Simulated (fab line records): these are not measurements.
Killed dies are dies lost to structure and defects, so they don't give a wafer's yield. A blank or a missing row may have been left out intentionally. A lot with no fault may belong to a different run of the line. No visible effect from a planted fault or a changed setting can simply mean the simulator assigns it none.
Split-lot study :: flow rit-cmos :: on a route of 202 steps: 5 lots, 23 wafers read

== SPLIT DETAILS ==
At RIT_PSD_HARDBAKE_07 (time 60 s), the setting temp-c was moved away from the recipe's 140 C on 8 of the 23 wafers read, by -3.0% to +1.4%. For the rest of the wafers, this setting stayed at what the recipe calls for.

Reading taken at the split's own step.

== THE READING ==
NOVOLAK_of_PSD_COAT_01.thk-nm (the simulator's own value, which no gauge read), in nm, at RIT_PSD_HARDBAKE_07 (time 60 s). There is no usual value for it anywhere in the file. Average 884.6 nm, standard deviation 1.8 nm, over the 15 wafers here run with the recipe.

wafer: L077.1
tool, chamber at the split: litho-track-01, 0
temp-c as run, C: 136
against the recipe: -2.9%
NOVOLAK_of_PSD_COAT_01.thk-nm, nm: 890.6
against lot-mates on the recipe: +6.7

wafer: L077.2
tool, chamber at the split: litho-track-01, 0
temp-c as run, C: 140
against the recipe: recipe
NOVOLAK_of_PSD_COAT_01.thk-nm, nm: 885.2
against lot-mates on the recipe: -

wafer: L077.4
tool, chamber at the split: litho-track-01, 0
temp-c as run, C: 136
against the recipe: -2.9%
NOVOLAK_of_PSD_COAT_01.thk-nm, nm: 893.4
against lot-mates on the recipe: +9.5

wafer: L077.5
tool, chamber at the split: litho-track-01, 0
temp-c as run, C: 136
against the recipe: -2.9%
NOVOLAK_of_PSD_COAT_01.thk-nm, nm: 889.5
against lot-mates on the recipe: +5.6

wafer: L077.6
tool, chamber at the split: litho-track-01, 0
temp-c as run, C: 140
against the recipe: recipe
NOVOLAK_of_PSD_COAT_01.thk-nm, nm: 882.6
against lot-mates on the recipe: -

wafer: L078.1
tool, chamber at the split: litho-track-01, 0
temp-c as run, C: 140
against the recipe: recipe
NOVOLAK_of_PSD_COAT_01.thk-nm, nm: 886.8
against lot-mates on the recipe: -

wafer: L078.2
tool, chamber at the split: litho-track-01, 0
temp-c as run, C: 140
against the recipe: recipe
NOVOLAK_of_PSD_COAT_01.thk-nm, nm: 888.1
against lot-mates on the recipe: -

wafer: L078.4
tool, chamber at the split: litho-track-01, 0
temp-c as run, C: 135.8
against the recipe: -3.0%
NOVOLAK_of_PSD_COAT_01.thk-nm, nm: 891.9
against lot-mates on the recipe: +4.5

wafer: L078.5
tool, chamber at the split: litho-track-01, 0
temp-c as run, C: 135.8
against the recipe: -3.0%
NOVOLAK_of_PSD_COAT_01.thk-nm, nm: 894.9
against lot-mates on the recipe: +7.5

wafer: L078.6
tool, chamber at the split: litho-track-01, 0
temp-c as run, C: 140
against the recipe: recipe
NOVOLAK_of_PSD_COAT_01.thk-nm, nm: 887.2
against lot-mates on the recipe: -

wafer: L079.1
tool, chamber at the split: litho-track-04, 0
temp-c as run, C: 140
against the recipe: recipe
NOVOLAK_of_PSD_COAT_01.thk-nm, nm: 884.1
against lot-mates on the recipe: -

wafer: L079.2
tool, chamber at the split: litho-track-04, 0
temp-c as run, C: 141.9
against the recipe: +1.4%
NOVOLAK_of_PSD_COAT_01.thk-nm, nm: 881.2
against lot-mates on the recipe: -3.5

wafer: L079.3
tool, chamber at the split: litho-track-04, 0
temp-c as run, C: 141.9
against the recipe: +1.4%
NOVOLAK_of_PSD_COAT_01.thk-nm, nm: 879.9
against lot-mates on the recipe: -4.8

wafer: L079.5
tool, chamber at the split: litho-track-04, 0
temp-c as run, C: 141.9
against the recipe: +1.4%
NOVOLAK_of_PSD_COAT_01.thk-nm, nm: 880.5
against lot-mates on the recipe: -4.2

wafer: L079.6
tool, chamber at the split: litho-track-04, 0
temp-c as run, C: 140
against the recipe: recipe
NOVOLAK_of_PSD_COAT_01.thk-nm, nm: 885.2
against lot-mates on the recipe: -

wafer: L084.1
tool, chamber at the split: litho-track-03, 0
temp-c as run, C: 140
against the recipe: recipe
NOVOLAK_of_PSD_COAT_01.thk-nm, nm: 883.2
against lot-mates on the recipe: -

wafer: L084.2
tool, chamber at the split: litho-track-03, 0
temp-c as run, C: 140
against the recipe: recipe
NOVOLAK_of_PSD_COAT_01.thk-nm, nm: 882.9
against lot-mates on the recipe: -

wafer: L084.3
tool, chamber at the split: litho-track-03, 0
temp-c as run, C: 140
against the recipe: recipe
NOVOLAK_of_PSD_COAT_01.thk-nm, nm: 882.3
against lot-mates on the recipe: -

wafer: L084.6
tool, chamber at the split: litho-track-03, 0
temp-c as run, C: 140
against the recipe: recipe
NOVOLAK_of_PSD_COAT_01.thk-nm, nm: 882.3
against lot-mates on the recipe: -

wafer: L084.4
tool, chamber at the split: litho-track-03, 0
temp-c as run, C: 140
against the recipe: recipe
NOVOLAK_of_PSD_COAT_01.thk-nm, nm: 885.3
against lot-mates on the recipe: -

wafer: L085.3
tool, chamber at the split: litho-track-04, 0
temp-c as run, C: 140
against the recipe: recipe
NOVOLAK_of_PSD_COAT_01.thk-nm, nm: 884.6
against lot-mates on the recipe: -

wafer: L085.4
tool, chamber at the split: litho-track-04, 0
temp-c as run, C: 140
against the recipe: recipe
NOVOLAK_of_PSD_COAT_01.thk-nm, nm: 885.6
against lot-mates on the recipe: -

wafer: L085.5
tool, chamber at the split: litho-track-04, 0
temp-c as run, C: 140
against the recipe: recipe
NOVOLAK_of_PSD_COAT_01.thk-nm, nm: 883.5
against lot-mates on the recipe: -

FIT RESULTS
A straight line over all 23 wafers: NOVOLAK_of_PSD_COAT_01.thk-nm changes by -2.64 nm for each +1% of temp-c; r = -0.91; the points scatter about the line by 1.8 nm.
The same after taking each lot's own level away (the mean of its wafers on the recipe; 23 wafers): -2.44 nm for each +1%; r = -0.94; scatter 1.2 nm.
That fit puts the effect of the largest move of temp-c on the reading at 7.3 nm.
Measured against the standard deviation above, the lots' own levels, which go from 883.20 to 887.37 nm, span 2.4 times it.
The two slopes are in agreement: the lot-to-lot level therefore moves the slope only a little.
Check: with one of the wafers moved furthest among these (-3.0%) left out of the fit, the line predicts +7.76 nm for it against its lot-mates. It came out at +4.53 nm against them.

== THESE WAFERS: OTHER SPLITS ==
Note: prior to the reading, these wafers also went through further splits. Each is held against what the fit with the lots' levels taken away leaves over:
other split on the same wafers: RIT_SPACER_CVD_03 time-s
wafers away from the commonest value: 10
r with NOVOLAK_of_PSD_COAT_01.thk-nm (lot level and that fit taken away): -0.12

other split on the same wafers: RIT_NSD_IMPLANT_08 energy-kev
wafers away from the commonest value: 4
r with NOVOLAK_of_PSD_COAT_01.thk-nm (lot level and that fit taken away): -0.16

== THE FILE'S OWN FIT ==
NOVOLAK_of_PSD_COAT_01.thk-nm changes by -2.34 nm for each +1% of temp-c, r = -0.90.
